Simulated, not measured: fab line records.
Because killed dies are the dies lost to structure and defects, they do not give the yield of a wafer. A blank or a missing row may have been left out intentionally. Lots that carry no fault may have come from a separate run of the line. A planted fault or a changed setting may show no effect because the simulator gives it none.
Which tool is to blame?    flow berkeleyCmos170    Sampling: 15 lots, 45 wafers, 3 of 331 route steps

WHAT THE GAUGES SHOWED, per wafer
UCB170_NWELL_TW_MEAS_16.
lot   measured     on            NWELL_TW
L440  day 2 10:40  filmMetro-01  1258 1251 1255
L441  day 2 17:01  filmMetro-03  1239 1231 1234
L442  day 2 23:26  filmMetro-01  1256 1256 1264
L444  day 3 05:36  filmMetro-02  1257 1247 1252
L445  day 3 13:28  filmMetro-02  1253 1247 1247
L446  day 3 16:40  filmMetro-03  1231 1252 1244
L447  day 4 04:46  filmMetro-02  1250 1246 1244
L448  day 4 05:02  filmMetro-03  1234 1241 1231
L450  day 4 18:37  filmMetro-01  1253 1252 1253
L452  day 5 04:01  filmMetro-02  1243 1244 1232
L453  day 5 12:40  filmMetro-01  1267 1258 1264
L454  day 5 17:02  filmMetro-01  1262 1259 1263
L460  day 6 18:24  filmMetro-01  1266 1266 1269
L461  day 7 03:18  filmMetro-02  1252 1255 1257
L462  day 7 03:44  filmMetro-02  1256 1254 1256

UCB170_PWELL_THK_MEAS_03.
lot   measured     on            PWELL_OXIDE_THK (nm)
L440  day 2 19:06  filmMetro-04  26.4 26.3 26.7
L441  day 3 02:08  filmMetro-03  26.0 26.4 26.0
L442  day 3 09:52  filmMetro-03  25.2 25.8 25.1
L444  day 3 13:58  filmMetro-01  24.9 24.9 24.5
L445  day 4 02:34  filmMetro-04  26.0 25.8 25.4
L446  day 4 02:35  filmMetro-03  25.2 25.9 25.9
L447  day 4 13:58  filmMetro-03  26.5 27.0 26.4
L448  day 4 13:58  filmMetro-01  27.1 26.9 26.9
L450  day 5 07:13  filmMetro-01  26.0 26.6 26.5
L452  day 5 13:44  filmMetro-04  25.9 26.1 26.4
L453  day 5 20:19  filmMetro-04  26.4 26.5 26.3
L454  day 6 02:54  filmMetro-04  26.3 26.2 26.7
L460  day 7 07:18  filmMetro-01  26.0 26.3 26.7
L461  day 7 11:34  filmMetro-03  26.3 26.1 26.3
L462  day 7 11:34  filmMetro-04  26.5 26.6 26.5

EACH LOT AND THE TOOL THAT RAN IT (in order: tool; ch and the chambers of the sampled wafers; start)
lot   UCB170_ZERO_STRIP_07
L440  plasmaAsher-04 ch 0,1, day 2 00:02
L441  plasmaAsher-04 ch 0,1, day 2 06:54
L442  plasmaAsher-01 ch 1, day 2 10:37
L444  plasmaAsher-04 ch 0,1, day 2 19:08
L445  plasmaAsher-04 ch 0,1, day 3 00:51
L446  plasmaAsher-04 ch 0,1, day 3 04:46
L447  plasmaAsher-01 ch 0,1, day 3 12:01
L448  plasmaAsher-01 ch 0,1, day 3 15:10
L450  plasmaAsher-03 ch 0,1, day 4 06:15
L452  plasmaAsher-04 ch 0,1, day 4 15:31
L453  plasmaAsher-01 ch 0,1, day 4 20:32
L454  plasmaAsher-03 ch 0,1, day 5 01:31
L460  plasmaAsher-04 ch 0,1, day 6 02:55
L461  plasmaAsher-04 ch 0,1, day 6 12:53
L462  plasmaAsher-04 ch 0,1, day 6 16:59
- UCB170_ZERO_STRIP_07: strips in O2.

WHAT THE TOOLS THEMSELVES READ (means of the sampled wafers that have a number; where no wafer has one, the mark that the record gives instead)
UCB170_ZERO_STRIP_07.
lot   tool            drypumpMotorCurrentA (A)  oesProductAu (a.u.)  stripTimeToEndpointS (s)
L440  plasmaAsher-04  5.4                       0.729                21.73
L441  plasmaAsher-04  5.3                       0.729                21.79
L442  plasmaAsher-01  5.8                       0.725                21.75
L444  plasmaAsher-04  5.4                       0.725                21.65
L445  plasmaAsher-04  5.3                       0.725                21.64
L446  plasmaAsher-04  5.3                       0.728                21.74
L447  plasmaAsher-01  6.0                       0.725                21.86
L448  plasmaAsher-01  6.1                       0.727                21.82
L450  plasmaAsher-03  6.2                       0.727                21.68
L452  plasmaAsher-04  5.4                       0.728                21.57
L453  plasmaAsher-01  6.1                       0.729                21.64
L454  plasmaAsher-03  6.1                       0.731                21.71
L460  plasmaAsher-04  5.4                       0.728                21.75
L461  plasmaAsher-04  5.3                       0.730                21.79
L462  plasmaAsher-04  5.4                       0.726                21.63

THE ANSWER, worked out from the rows above alone
Rule: the usual values come from the lots themselves. The widest of any qualifying gaps counts: lots, ordered by their means at a reading, are off when they make up no more than a third of the lots, leave a main group of 4 or more, and stand apart from it by 3 or more times the standard deviation of that group's means. A main group is skipped when, at the precision printed for the reading in the tables above, its means are all equal. Also off: a lot with no number at a reading for which 4 or more lots have one. All remaining lots with rows at the step are treated as sound. After the gauges, taken in route order, come the tools' own readings; for these a lot's mean is taken, as printed above. The first step at which some lot is off is used, and at that step the reading that is off furthest; a lot without a number counts as furthest.
None of the lots is off at any reading shown; this tells nothing.

WHAT THE SIMULATOR PUT IN
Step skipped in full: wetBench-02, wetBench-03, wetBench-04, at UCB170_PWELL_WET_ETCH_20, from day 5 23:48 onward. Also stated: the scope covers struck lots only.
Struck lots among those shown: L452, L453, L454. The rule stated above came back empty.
